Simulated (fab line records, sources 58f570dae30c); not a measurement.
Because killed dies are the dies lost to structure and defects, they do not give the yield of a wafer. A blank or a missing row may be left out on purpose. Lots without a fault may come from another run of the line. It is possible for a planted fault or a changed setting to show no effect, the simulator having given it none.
fab line records -- flow berkeleyCmos170
record lots=14, wafers=42, lastDay=11
route steps=331 shown PSD@185 NSD@193 SDANNEAL@205 M1@244
lots with no fault: from the same line, run without faults
startH: hours from the record's first day to the start of the lot's first wafer shown -- waitH: hours from the lot's prior step to this one -- " identical to the entry in the row above -- L1.1+2: several wafers, shown together as one row -- - value missing, or start not given -- * or withheld: withheld -- < > ~ a bound
route shown NAME@n: a module of which the file shows steps, and the number in the route of the first -- usual: mean and standard deviation over wafers with no fault -- same: alike in all rows -- chamber/n: place in a boat -- sites: the reading at each site -- _std_site: the values' standard deviation -- _edge_site: inner sites' mean taken away from outer sites' mean -- radiusMm: how far each site lies from the wafer's centre -- mask NAME#n: copy n -- behind: the last tool/chamber to shape the wafer -- hold: cause of the lot's hold/its duration in hours/its outcome -- device: the n, p or np transistor that did not switch -- end of line: the same wafers' tests at the end of the route -- where a step has no rows: the recipe by itself -- killed: the dies lost at the first sort to structure and to defects; this is not the yield of the wafer -- map: dies across one wafer; x = killed, . = not, _ = none there
set.NAME: the setting as run; set.NAME@STEP: as run at that earlier step -- model.NAME: the simulator's own value behind a step, which no gauge read
the route's steps for a sample of lots (tables are steps, rows are wafers)
services: a tool's chamber out of use, with start hour (startH, from the record's first day; less than 0 if before it), hours out, and reason
## steps
# step UCB170_PSD_TW_MEAS_10
# usual PSD_TW=2333/20
lot.wafer,tool,chamber,startH,waitH,PSD_TW
L481.1,filmMetro-01,-,131.60,0.1,2301
L481.4,filmMetro-01,-,131.60,0.1,2311
L481.6,filmMetro-01,-,131.60,0.1,2306
L480.2,filmMetro-02,-,131.78,0.1,2364
L480.3,filmMetro-02,-,131.78,0.1,2354
L480.5,filmMetro-02,-,131.78,0.1,2368
L482.1,filmMetro-03,-,142.65,0.1,2325
L482.5,filmMetro-03,-,142.65,0.1,2320
L482.6,filmMetro-03,-,142.65,0.1,2319
L484.2,filmMetro-03,-,148.19,0.1,2320
L484.4,filmMetro-03,-,148.19,0.1,2326
L484.5,filmMetro-03,-,148.19,0.1,2318
L483.2,filmMetro-01,-,148.31,0.1,2323
L483.3,filmMetro-01,-,148.31,0.1,2302
L483.4,filmMetro-01,-,148.31,0.1,2308
L489.1,filmMetro-03,-,180.46,0.1,2317
L489.2,filmMetro-03,-,180.46,0.1,2319
L489.6,filmMetro-03,-,180.46,0.1,2325
L492.1,filmMetro-01,-,193.43,0.1,2320
L492.4,filmMetro-01,-,193.43,0.1,2321
L492.6,filmMetro-01,-,193.43,0.1,2308
L491.3,filmMetro-01,-,193.56,0.1,2312
L491.4,filmMetro-01,-,193.56,0.1,2328
L491.6,filmMetro-01,-,193.56,0.1,2315
L496.2,filmMetro-02,-,214.80,0.1,2363
L496.5,filmMetro-02,-,214.80,0.1,2367
L496.6,filmMetro-02,-,214.80,0.1,2349
L497.3,filmMetro-03,-,231.02,0.1,2328
L497.4,filmMetro-03,-,231.02,0.1,2326
L497.6,filmMetro-03,-,231.02,0.1,2327
L498.2,filmMetro-02,-,231.29,0.1,2353
L498.3,filmMetro-02,-,231.29,0.1,2352
L498.5,filmMetro-02,-,231.29,0.1,2342
L499.1,filmMetro-02,-,236.84,0.1,2343
L499.2,filmMetro-02,-,236.84,0.1,2344
L499.4,filmMetro-02,-,236.84,0.1,2354
L501.2,filmMetro-01,-,248.15,0.1,2315
L501.4,filmMetro-01,-,248.15,0.1,2323
L501.6,filmMetro-01,-,248.15,0.1,2324
L500.1,filmMetro-03,-,248.19,0.1,2315
L500.3,filmMetro-03,-,248.19,0.1,2324
L500.6,filmMetro-03,-,248.19,0.1,2307
# step UCB170_NSD_CD_MEAS_06
# recipe targetCdNm=1200
# usual cdNm=1200.7/1.4
lot.wafer,tool,chamber,startH,waitH,cdNm
L480.2,cdSem-02,-,135.31,-,1200.0
L480.3,cdSem-02,-,135.31,-,1199.6
L480.5,cdSem-02,-,135.31,-,1197.8
L481.1,cdSem-02,-,135.73,-,1200.5
L481.4,cdSem-02,-,135.73,-,1199.2
L481.6,cdSem-02,-,135.73,-,1200.0
L482.1,cdSem-01,-,143.73,-,1203.9
L482.5,cdSem-01,-,143.73,-,1202.1
L482.6,cdSem-01,-,143.73,-,1201.5
L484.2,cdSem-01,-,149.40,-,1202.4
L484.4,cdSem-01,-,149.40,-,1202.7
L484.5,cdSem-01,-,149.40,-,1202.3
L483.2,cdSem-02,-,149.64,-,1202.0
L483.3,cdSem-02,-,149.64,-,1202.6
L483.4,cdSem-02,-,149.64,-,1202.3
L489.1,cdSem-02,-,182.15,-,1197.8
L489.2,cdSem-02,-,182.15,-,1199.1
L489.6,cdSem-02,-,182.15,-,1199.1
L492.1,cdSem-01,-,195.23,-,1202.7
L492.4,cdSem-01,-,195.23,-,1201.4
L492.6,cdSem-01,-,195.23,-,1202.0
L491.3,cdSem-01,-,195.51,-,1201.0
L491.4,cdSem-01,-,195.51,-,1199.5
L491.6,cdSem-01,-,195.51,-,1199.0
L496.2,cdSem-02,-,219.52,-,1198.5
L496.5,cdSem-02,-,219.52,-,1199.7
L496.6,cdSem-02,-,219.52,-,1197.9
L498.2,cdSem-02,-,232.88,-,1200.5
L498.3,cdSem-02,-,232.88,-,1201.0
L498.5,cdSem-02,-,232.88,-,1200.4
L497.3,cdSem-01,-,232.90,-,1200.3
L497.4,cdSem-01,-,232.90,-,1202.2
L497.6,cdSem-01,-,232.90,-,1200.9
L499.1,cdSem-02,-,238.08,-,1203.9
L499.2,cdSem-02,-,238.08,-,1201.5
L499.4,cdSem-02,-,238.08,-,1203.0
L501.2,cdSem-01,-,249.49,-,1198.9
L501.4,cdSem-01,-,249.49,-,1199.1
L501.6,cdSem-01,-,249.49,-,1201.1
L500.1,cdSem-02,-,249.75,-,1200.7
L500.3,cdSem-02,-,249.75,-,1202.0
L500.6,cdSem-02,-,249.75,-,1200.4
# step UCB170_SDANNEAL_RTA_01
# recipe tempC=1050, timeS=5, ambient=N2
# usual lampPowerPct=35.9/1.6, wafer_temp_C_max=1054.5/1.4
lot.wafer,tool,chamber,startH,waitH,lampPowerPct,wafer_temp_C_max
L481.1,rtpAnneal-01,0,139.49,0.1,37.5,1053.2
L481.4,rtpAnneal-01,0,139.49,0.1,37.5,1056.2
L481.6,rtpAnneal-01,0,139.49,0.1,37.5,1054.6
L480.2,rtpAnneal-02,0,139.67,0.1,34.4,1055.1
L480.3,rtpAnneal-02,0,139.67,0.1,34.4,1054.0
L480.5,rtpAnneal-02,0,139.67,0.1,34.4,1052.9
L482.1,rtpAnneal-02,0,145.30,0.1,34.4,1053.1
L482.5,rtpAnneal-02,0,145.30,0.1,34.4,1054.0
L482.6,rtpAnneal-02,0,145.30,0.1,34.4,1053.7
L483.2,rtpAnneal-01,0,152.92,0.1,37.5,1057.0
L483.3,rtpAnneal-01,0,152.92,0.1,37.5,1057.1
L483.4,rtpAnneal-01,0,152.92,0.1,37.5,1055.8
L484.2,rtpAnneal-02,0,153.02,0.1,34.3,1052.0
L484.4,rtpAnneal-02,0,153.02,0.1,34.3,1052.0
L484.5,rtpAnneal-02,0,153.02,0.1,34.3,1053.1
L489.1,rtpAnneal-02,0,184.44,0.1,34.4,1053.3
L489.2,rtpAnneal-02,0,184.44,0.1,34.3,1052.8
L489.6,rtpAnneal-02,0,184.44,0.1,34.4,1053.5
L492.1,rtpAnneal-02,0,196.68,0.1,34.3,1053.5
L492.4,rtpAnneal-02,0,196.68,0.1,34.4,1054.2
L492.6,rtpAnneal-02,0,196.68,0.1,34.4,1053.5
L491.3,rtpAnneal-01,0,197.21,0.1,37.5,1056.2
L491.4,rtpAnneal-01,0,197.21,0.1,37.5,1055.7
L491.6,rtpAnneal-01,0,197.21,0.1,37.5,1054.6
L496.2,rtpAnneal-02,0,220.94,0.1,34.4,1055.0
L496.5,rtpAnneal-02,0,220.94,0.1,34.3,1053.4
L496.6,rtpAnneal-02,0,220.94,0.1,34.4,1053.9
L497.3,rtpAnneal-01,0,234.39,0.1,37.5,1055.3
L497.4,rtpAnneal-01,0,234.39,0.1,37.4,1056.4
L497.6,rtpAnneal-01,0,234.39,0.1,37.5,1056.9
L498.2,rtpAnneal-02,0,234.56,0.1,34.4,1053.9
L498.3,rtpAnneal-02,0,234.56,0.1,34.4,1053.7
L498.5,rtpAnneal-02,0,234.56,0.1,34.4,1053.3
L499.1,rtpAnneal-01,0,239.68,0.1,37.5,1056.0
L499.2,rtpAnneal-01,0,239.68,0.1,37.5,1055.0
L499.4,rtpAnneal-01,0,239.68,0.1,37.5,1056.7
L501.2,rtpAnneal-02,0,250.91,0.1,34.4,1052.5
L501.4,rtpAnneal-02,0,250.91,0.1,34.3,1055.5
L501.6,rtpAnneal-02,0,250.91,0.1,34.3,1052.6
L500.1,rtpAnneal-01,0,251.22,0.1,37.5,1054.5
L500.3,rtpAnneal-01,0,251.22,0.1,37.5,1055.8
L500.6,rtpAnneal-01,0,251.22,0.1,37.5,1053.6
# step UCB170_M1_EXPOSE_06
# recipe maskId=METAL1, targetCdNm=700, na=0.5, sigmaOuter=0.6, sourceShape=conventional, doseMj=21
# usual exposureDoseMJCm2=20.981/0.022, focusOffsetNm=0.0/0.54
lot.wafer,tool,chamber,startH,waitH,mask,exposureDoseMJCm2,focusOffsetNm
L481.1,krfScanner-01,0,146.88,-,METAL1#0,20.986,0.0
L481.4,krfScanner-01,0,146.88,-,METAL1#0,20.980,-0.2
L481.6,krfScanner-01,0,146.88,-,METAL1#0,20.991,-0.4
L480.2,krfScanner-02,0,148.01,-,METAL1#0,20.963,-0.9
L480.3,krfScanner-02,0,148.01,-,METAL1#0,20.985,0.0
L480.5,krfScanner-02,0,148.01,-,METAL1#0,20.979,-0.8
L482.1,krfScanner-02,0,151.67,-,METAL1#0,20.966,-0.3
L482.5,krfScanner-02,0,151.67,-,METAL1#0,20.991,0.6
L482.6,krfScanner-02,0,151.67,-,METAL1#0,20.978,0.5
L483.2,krfScanner-01,0,159.17,-,METAL1#0,20.997,0.4
L483.3,krfScanner-01,0,159.17,-,METAL1#0,21.001,-0.1
L483.4,krfScanner-01,0,159.17,-,METAL1#0,20.973,-0.1
L484.2,krfScanner-02,0,159.62,-,METAL1#0,20.987,0.5
L484.4,krfScanner-02,0,159.62,-,METAL1#0,20.979,1.0
L484.5,krfScanner-02,0,159.62,-,METAL1#0,20.976,0.5
L489.1,krfScanner-02,0,194.60,-,METAL1#0,20.950,-0.4
L489.2,krfScanner-02,0,194.60,-,METAL1#0,20.968,-0.4
L489.6,krfScanner-02,0,194.60,-,METAL1#0,20.965,0.3
L492.1,krfScanner-02,-,203.32,-,METAL1#0,-,-
L492.4,krfScanner-02,-,203.32,-,METAL1#0,-,-
L492.6,krfScanner-02,-,203.32,-,METAL1#0,-,-
L491.3,krfScanner-02,-,203.58,-,METAL1#0,-,-
L491.4,krfScanner-02,-,203.58,-,METAL1#0,-,-
L491.6,krfScanner-02,-,203.58,-,METAL1#0,-,-
L496.2,krfScanner-02,0,228.33,-,METAL1#0,20.967,-1.3
L496.5,krfScanner-02,0,228.33,-,METAL1#0,20.959,-0.5
L496.6,krfScanner-02,0,228.33,-,METAL1#0,20.965,-1.4
L497.3,krfScanner-02,0,240.95,-,METAL1#0,20.959,0.4
L497.4,krfScanner-02,0,240.95,-,METAL1#0,20.959,-1.0
L497.6,krfScanner-02,0,240.95,-,METAL1#0,21.010,-0.4
L498.2,krfScanner-02,0,241.15,-,METAL1#0,21.002,-1.5
L498.3,krfScanner-02,0,241.15,-,METAL1#0,20.989,0.4
L498.5,krfScanner-02,0,241.15,-,METAL1#0,21.027,-0.8
L499.1,krfScanner-02,0,248.14,-,METAL1#0,20.973,-0.4
L499.2,krfScanner-02,0,248.14,-,METAL1#0,20.970,0.2
L499.4,krfScanner-02,0,248.14,-,METAL1#0,21.005,0.0
L501.2,krfScanner-02,0,257.05,-,METAL1#0,20.944,0.9
L501.4,krfScanner-02,0,257.05,-,METAL1#0,20.938,1.3
L501.6,krfScanner-02,0,257.05,-,METAL1#0,20.906,0.5
L500.1,krfScanner-02,0,257.33,-,METAL1#0,21.023,0.2
L500.3,krfScanner-02,0,257.33,-,METAL1#0,21.046,-0.2
L500.6,krfScanner-02,0,257.33,-,METAL1#0,21.012,0.4
## services
tool,chamber,startH,hours,kind
krfScanner-02,-,118.21,0.8,pm
krfScanner-01,0,127.77,-,calibration
krfScanner-01,-,140.72,0.4,repair
krfScanner-02,-,173.43,4.2,repair
krfScanner-01,-,185.58,4.0,pm
krfScanner-01,-,203.08,4.4,pm
krfScanner-02,0,207.93,-,calibration
krfScanner-02,-,230.70,1.0,pm
krfScanner-01,-,231.70,36.0,pm
rtpAnneal-01,-,252.90,0.6,pm
## key
firstSign step=UCB170_M1_EXPOSE_06, reading=toolRecord, direction=missing
effect none on later readings
metAt UCB170_M1_EXPOSE_06
struckLots L491,L492
laterRowsLeftOut L491.3,L491.4,L491.6,L492.1,L492.4,L492.6
sortLeftOut L491.3,L491.4,L491.6,L492.1,L492.4,L492.6
notActingAt UCB170_PSD_TW_MEAS_10,UCB170_NSD_CD_MEAS_06,UCB170_SDANNEAL_RTA_01
onsetBetween 194.60 203.32
fault kind=skippedStepWhole, tool=krfScanner-02, chamber=-, onsetH=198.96, steps=UCB170_M1_EXPOSE_06, scope=struckLotsOnly
# sortLeftOut: the simulated sort isn't trusted on such a fault, so these wafers' sort isn't shown, and their yield isn't known
# laterRowsLeftOut: the simulator's readings of these wafers behind a module that went badly wrong aren't trusted and aren't shown, but for the sort
